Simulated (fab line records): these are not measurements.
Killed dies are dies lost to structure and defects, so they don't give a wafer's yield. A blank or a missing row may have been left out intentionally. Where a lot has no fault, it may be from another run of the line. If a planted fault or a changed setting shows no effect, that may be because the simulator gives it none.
Check of tool commonality :: flow rit-cmos :: 14 lots and 42 wafers in the sample

THE REASON FOR OPENING IT
RIT_FOX2_THK_MEAS_91, reading FIELD_OXIDE_LEFT_2_THK: flagged on 2 of 14 lots. Fault-free wafers read 253 nm, with a standard deviation of 6.4.
Rule: a lot is flagged in two cases, either no wafer of it has a number, or all its wafers with numbers fall more than 4 standard deviations from that mean. The rest of the lots are taken to be sound.

lot: L285
measured: day 2 09:17
on: film-metro-04
FIELD_OXIDE_LEFT_2_THK (nm), wafer by wafer: 256 257 258
flag: 

lot: L286
measured: day 2 12:49
on: film-metro-04
FIELD_OXIDE_LEFT_2_THK (nm), wafer by wafer: 249 244 253
flag: 

lot: L287
measured: day 2 19:45
on: film-metro-02
FIELD_OXIDE_LEFT_2_THK (nm), wafer by wafer: 250 252 257
flag: 

lot: L288
measured: day 2 23:08
on: film-metro-02
FIELD_OXIDE_LEFT_2_THK (nm), wafer by wafer: 245 245 247
flag: 

lot: L296
measured: day 4 16:41
on: film-metro-02
FIELD_OXIDE_LEFT_2_THK (nm), wafer by wafer: 313 311 313
flag: FLAGGED

lot: L297
measured: day 5 00:11
on: film-metro-04
FIELD_OXIDE_LEFT_2_THK (nm), wafer by wafer: 321 318 322
flag: FLAGGED

lot: L298
measured: day 5 05:22
on: film-metro-02
FIELD_OXIDE_LEFT_2_THK (nm), wafer by wafer: 256 250 249
flag: 

lot: L299
measured: day 5 09:54
on: film-metro-03
FIELD_OXIDE_LEFT_2_THK (nm), wafer by wafer: 252 257 256
flag: 

lot: L300
measured: day 5 15:14
on: film-metro-02
FIELD_OXIDE_LEFT_2_THK (nm), wafer by wafer: 256 251 257
flag: 

lot: L301
measured: day 5 22:35
on: film-metro-02
FIELD_OXIDE_LEFT_2_THK (nm), wafer by wafer: 254 258 256
flag: 

lot: L302
measured: day 5 23:08
on: film-metro-02
FIELD_OXIDE_LEFT_2_THK (nm), wafer by wafer: 251 256 256
flag: 

lot: L305
measured: day 6 16:32
on: film-metro-03
FIELD_OXIDE_LEFT_2_THK (nm), wafer by wafer: 256 256 260
flag: 

lot: L306
measured: day 6 21:23
on: film-metro-04
FIELD_OXIDE_LEFT_2_THK (nm), wafer by wafer: 244 242 247
flag: 

lot: L308
measured: day 7 04:32
on: film-metro-04
FIELD_OXIDE_LEFT_2_THK (nm), wafer by wafer: 249 246 251
flag: 
The numbers of the flagged lots are 316 nm on average: +63 nm against the usual, or +10 standard deviations.

WHICH TOOL EACH LOT WENT THROUGH
The record keeps 1 process step preceding the reading, out of 202 steps on the route. Cell contents, in order: the tool; ch with the chambers the sampled wafers went through; the start.
lot: L285
flag: 
RIT_GATE_WET_ETCH_00: wet-bench-02 ch 2, day 2 08:40

lot: L286
flag: 
RIT_GATE_WET_ETCH_00: wet-bench-03 ch 0, day 2 12:21

lot: L287
flag: 
RIT_GATE_WET_ETCH_00: wet-bench-04 ch 1, day 2 19:20

lot: L288
flag: 
RIT_GATE_WET_ETCH_00: wet-bench-02 ch 0, day 2 22:44

lot: L296
flag: FLAGGED
RIT_GATE_WET_ETCH_00: wet-bench-03 ch 2, day 4 16:15

lot: L297
flag: FLAGGED
RIT_GATE_WET_ETCH_00: wet-bench-03 ch 1, day 4 23:43

lot: L298
flag: 
RIT_GATE_WET_ETCH_00: wet-bench-04 ch 0, day 5 04:56

lot: L299
flag: 
RIT_GATE_WET_ETCH_00: wet-bench-04 ch 1, day 5 09:29

lot: L300
flag: 
RIT_GATE_WET_ETCH_00: wet-bench-02 ch 0, day 5 14:49

lot: L301
flag: 
RIT_GATE_WET_ETCH_00: wet-bench-04 ch 3, day 5 22:10

lot: L302
flag: 
RIT_GATE_WET_ETCH_00: wet-bench-03 ch 3, day 5 22:42

lot: L305
flag: 
RIT_GATE_WET_ETCH_00: wet-bench-04 ch 0, day 6 16:06

lot: L306
flag: 
RIT_GATE_WET_ETCH_00: wet-bench-02 ch 3, day 6 20:56

lot: L308
flag: 
RIT_GATE_WET_ETCH_00: wet-bench-03 ch 2, day 7 04:05
These steps, and what they do:
- RIT_GATE_WET_ETCH_00: etches SiO2 in BOE, target depth 56 nm, time 60 s.
- RIT_FOX2_THK_MEAS_91

FLAGGED AGAINST TOTAL, ONE TOOL AT A TIME (gauges that did the reading follow at the end)
step: RIT_GATE_WET_ETCH_00
tool: wet-bench-02
lots run: 4
flagged: 0
share of the flagged lots: none
sound lots run after its first flagged lot: -

step: RIT_GATE_WET_ETCH_00
tool: wet-bench-03
lots run: 5
flagged: 2
share of the flagged lots: all
sound lots run after its first flagged lot: 2 (L302,L308)

step: RIT_GATE_WET_ETCH_00
tool: wet-bench-04
lots run: 5
flagged: 0
share of the flagged lots: none
sound lots run after its first flagged lot: -

step: RIT_FOX2_THK_MEAS_91
tool: film-metro-02
lots run: 7
flagged: 1
share of the flagged lots: some
sound lots run after its first flagged lot: 4 (L298,L300,L301,L302)

step: RIT_FOX2_THK_MEAS_91
tool: film-metro-03
lots run: 2
flagged: 0
share of the flagged lots: none
sound lots run after its first flagged lot: -

step: RIT_FOX2_THK_MEAS_91
tool: film-metro-04
lots run: 5
flagged: 1
share of the flagged lots: some
sound lots run after its first flagged lot: 2 (L306,L308)

THE TABLE: WHAT IT ALLOWS
1 row of the table ran every flagged lot: wet-bench-03 at RIT_GATE_WET_ETCH_00.
- wet-bench-03 at RIT_GATE_WET_ETCH_00 ran 5 lots, 2 of them flagged. Lots that were sound ran on it after the first flagged one (L302, L308); a persistent fault on the entire tool would not allow that. On the flagged lots its readings are blank where sound lots have values: bath-heat-duty-pct, run-length-s.
None of the table's rows ran every flagged lot and, after the first, no sound lot.

WHAT WAS PUT IN BY THE SIMULATOR
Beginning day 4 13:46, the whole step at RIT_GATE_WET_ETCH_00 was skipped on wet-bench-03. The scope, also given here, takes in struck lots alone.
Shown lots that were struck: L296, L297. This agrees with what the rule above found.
